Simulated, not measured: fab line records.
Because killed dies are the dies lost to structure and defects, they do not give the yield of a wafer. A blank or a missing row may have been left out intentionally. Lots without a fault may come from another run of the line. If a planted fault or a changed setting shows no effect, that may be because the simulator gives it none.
Which tool did it?    flow rit-cmos    14 lots with 42 wafers sampled at 5 steps, on a route of 202 steps

## WHAT EACH GAUGE READ, for each wafer
RIT_ACTIVE_CD_MEAS_90 targets a cd of 1400 nm. Usual: cd-nm at 1400.5 nm, with a standard deviation of 2.4.
lot   measured     on         cd-nm (nm)            flag
L140  day 1 15:07  cd-sem-01  1398.4 1397.7 1396.8  
L141  day 1 20:25  cd-sem-01  1399.2 1399.4 1399.8  
L143  day 2 06:02  cd-sem-01  1400.1 1401.1 1399.2  
L144  day 2 11:32  cd-sem-02  1399.5 1402.3 1401.1  
L145  day 2 16:44  cd-sem-01  1399.1 1401.8 1399.8  
L146  day 2 21:10  cd-sem-01  1405.3 1405.7 1406.3  
L147  day 3 02:11  cd-sem-01  1400.5 1400.1 1401.1  
L148  day 3 07:10  cd-sem-01  1398.2 1397.8 1398.6  
L149  day 3 12:01  cd-sem-02  - - -                 OFF
L150  day 3 17:08  cd-sem-01  - - -                 OFF
L155  day 4 18:10  cd-sem-02  1398.4 1399.5 1400.4  
L160  day 5 19:08  cd-sem-01  1404.2 1401.8 1401.9  
L161  day 6 00:08  cd-sem-02  1403.7 1402.9 1403.3  
L163  day 6 10:08  cd-sem-01  1401.3 1401.4 1401.7  

RIT_PLDD_OVL_MEAS_06. Usual: for PLDD_OVL the level is 0.0 nm and the standard deviation is 1.3.
lot   measured     on          PLDD_OVL (nm)   flag
L140  day 2 20:05  overlay-01  -0.9 0.1 0.5    
L141  day 3 01:27  overlay-01  -0.6 0.5 0.9    
L143  day 3 10:31  overlay-02  -1.9 -0.8 -0.9  
L144  day 3 16:19  overlay-02  -1.8 -1.2 -1.0  
L145  day 3 20:31  overlay-02  -0.5 -0.1 1.6   
L146  day 4 00:55  overlay-01  3.4 2.2 1.8     
L147  day 4 07:11  overlay-02  -0.2 -0.4 -1.4  
L148  day 4 11:40  overlay-02  0.9 1.5 3.1     
L155  day 5 21:12  overlay-01  1.5 2.1 0.5     
L160  day 6 22:43  overlay-02  0.3 -0.3 1.1    
L161  day 7 04:40  overlay-02  -1.7 -2.7 -0.7  
L163  day 7 14:55  overlay-02  0.9 2.8 1.3     

RIT_PSD_TW_MEAS_10. Usual: for PSD_TW the level is 3430 and the standard deviation is 15.
lot   measured     on             PSD_TW          flag
L140  day 3 02:21  film-metro-04  3438 3421 3430  
L141  day 3 07:23  film-metro-04  3444 3447 3443  
L143  day 3 16:38  film-metro-04  3424 3419 3444  
L144  day 3 22:28  film-metro-04  3432 3439 3418  
L145  day 4 02:29  film-metro-04  3427 3429 3429  
L146  day 4 07:01  film-metro-03  3406 3418 3406  
L147  day 4 13:10  film-metro-02  3428 3427 3416  
L148  day 4 17:48  film-metro-02  3436 3454 3437  
L155  day 6 03:27  film-metro-04  3447 3430 3438  
L160  day 7 04:45  film-metro-02  3447 3426 3445  
L161  day 7 10:31  film-metro-02  3446 3457 3466  
L163  day 7 22:24  film-metro-02  3451 3459 3439  

RIT_M1_BOW_MEAS_16. Usual: for M1_BOW the level is 15 um and the standard deviation is 6.9.
lot   measured     on             M1_BOW (um)  flag
L140  day 3 10:34  film-metro-02  23 11 22     
L141  day 3 15:11  film-metro-02  21 15 6      
L143  day 4 03:00  film-metro-02  3 11 21      
L144  day 4 06:50  film-metro-02  6 31 10      
L145  day 4 10:41  film-metro-02  22 18 4      
L146  day 4 16:07  film-metro-02  18 23 14     
L147  day 4 21:16  film-metro-04  9 20 9       
L148  day 5 01:59  film-metro-04  18 10 31     
L155  day 6 11:22  film-metro-03  8 18 10      
L160  day 7 12:20  film-metro-04  17 10 14     
L161  day 7 18:14  film-metro-04  16 12 24     
L163  day 8 06:13  film-metro-04  10 1 15      

## WHICH TOOL RAN EACH LOT (tool, then ch and the chambers of the sampled wafers, then the start)
lot   RIT_ACTIVE_ETCH_13
L140  rie-diel-03 ch 0,1,3, day 1 14:47
L141  rie-diel-04 ch 0,1,2, day 1 20:04
L143  rie-diel-02 ch 0,1, day 2 05:43
L144  rie-diel-02 ch 0,1,3, day 2 11:14
L145  rie-diel-04 ch 1,2, day 2 16:25
L146  rie-diel-03 ch 0,2,3, day 2 20:50
L147  rie-diel-02 ch 0,1,3, day 3 01:53
L148  rie-diel-04 ch 0,1,2, day 3 06:50
L149  rie-diel-03 ch 0,1,2, day 3 11:43
L150  rie-diel-03 ch 0,1,2, day 3 16:50
L155  rie-diel-04 ch 0,2,3, day 4 17:50
L160  rie-diel-02 ch 0,2,3, day 5 18:50
L161  rie-diel-04 ch 2,3, day 5 23:50
L163  rie-diel-04 ch 0,1,2, day 6 09:50
- RIT_ACTIVE_ETCH_13: etches Si3N4 in SF6, stops on SiO2, time 210 s, target depth 210 nm.

## WHAT THE TOOLS THEMSELVES READ (means of the sampled wafers that have a number; where no wafer has one, the mark that the record gives instead)
RIT_ACTIVE_ETCH_13. Usual: SF6_flow_sccm 199.9 sccm, standard deviation 0.6; chamber-pressure-mTorr 260.00 mTorr, standard deviation 0.22; drypump-motor-current-A 5.9 A, standard deviation 0.36; oes-product-au 0.823 a.u., standard deviation 0.015; throttle-valve-pct 7.44 %, standard deviation 0.094.
lot   tool         SF6_flow_sccm (sccm)  chamber-pressure-mTorr (mTorr)  drypump-motor-current-A (A)  oes-product-au (a.u.)  throttle-valve-pct (%)  flag
L140  rie-diel-03  200.2                 260.11                          5.6                          0.828                  7.38                    
L141  rie-diel-04  200.0                 260.11                          5.9                          0.828                  7.47                    
L143  rie-diel-02  199.1                 259.93                          6.1                          0.826                  7.30                    
L144  rie-diel-02  199.9                 259.96                          5.9                          0.826                  7.41                    
L145  rie-diel-04  200.5                 260.15                          5.8                          0.838                  7.44                    
L146  rie-diel-03  199.8                 260.13                          6.0                          0.808                  7.43                    
L147  rie-diel-02  199.4                 259.97                          5.9                          0.825                  7.42                    
L148  rie-diel-04  199.8                 260.01                          5.9                          0.826                  7.47                    
L149  rie-diel-03  -                     -                               -                            -                      -                       OFF
L150  rie-diel-03  -                     -                               -                            -                      -                       OFF
L155  rie-diel-04  199.9                 259.79                          5.8                          0.831                  7.43                    
L160  rie-diel-02  200.3                 260.00                          5.8                          0.808                  7.51                    
L161  rie-diel-04  200.3                 260.00                          5.8                          0.847                  7.43                    
L163  rie-diel-04  199.8                 259.93                          5.9                          0.827                  7.47                    

## THE ANSWER, worked out from the rows above alone
Rule: take the mean of a lot's wafers that have a number; if it is more than 3 standard deviations from the usual mean, the lot is off. Also off: a lot with no number at a reading for which 4 or more lots have one. All remaining lots with rows at the step are treated as sound. After the gauges, taken in route order, come the tools' own readings; for these a lot's mean is taken, as printed above. The first step at which some lot is off is used, and at that step the reading that is off furthest; a lot without a number counts as furthest.
Off at RIT_ACTIVE_CD_MEAS_90 (cd-nm): L149, L150. Without a number there: L149, L150.
If a tool, at a process step before that reading, ran all the lots that are off and no sound lot after the first of them, it fits. The gauges at RIT_ACTIVE_CD_MEAS_90 aren't tried: what is off there is off at RIT_ACTIVE_ETCH_13 too, on other tools, and a gauge's error can't cause that. One candidate fits, namely rie-diel-03 at RIT_ACTIVE_ETCH_13. A fault onset in the window from L146 (day 2 20:50, its last sound lot) to L149 (day 3 11:43, its first lot off) fits.
Blank at RIT_ACTIVE_ETCH_13 on the lots that are off, where sound lots have numbers: SF6_flow_sccm, chamber-pressure-mTorr, drypump-motor-current-A, oes-product-au, throttle-valve-pct.

## WHAT THE SIMULATOR PUT IN
At RIT_ACTIVE_ETCH_13, the step was skipped entirely on rie-diel-03 from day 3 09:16 on. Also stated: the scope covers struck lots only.
Shown lots that were struck: L149, L150. The rule given above showed the same thing.
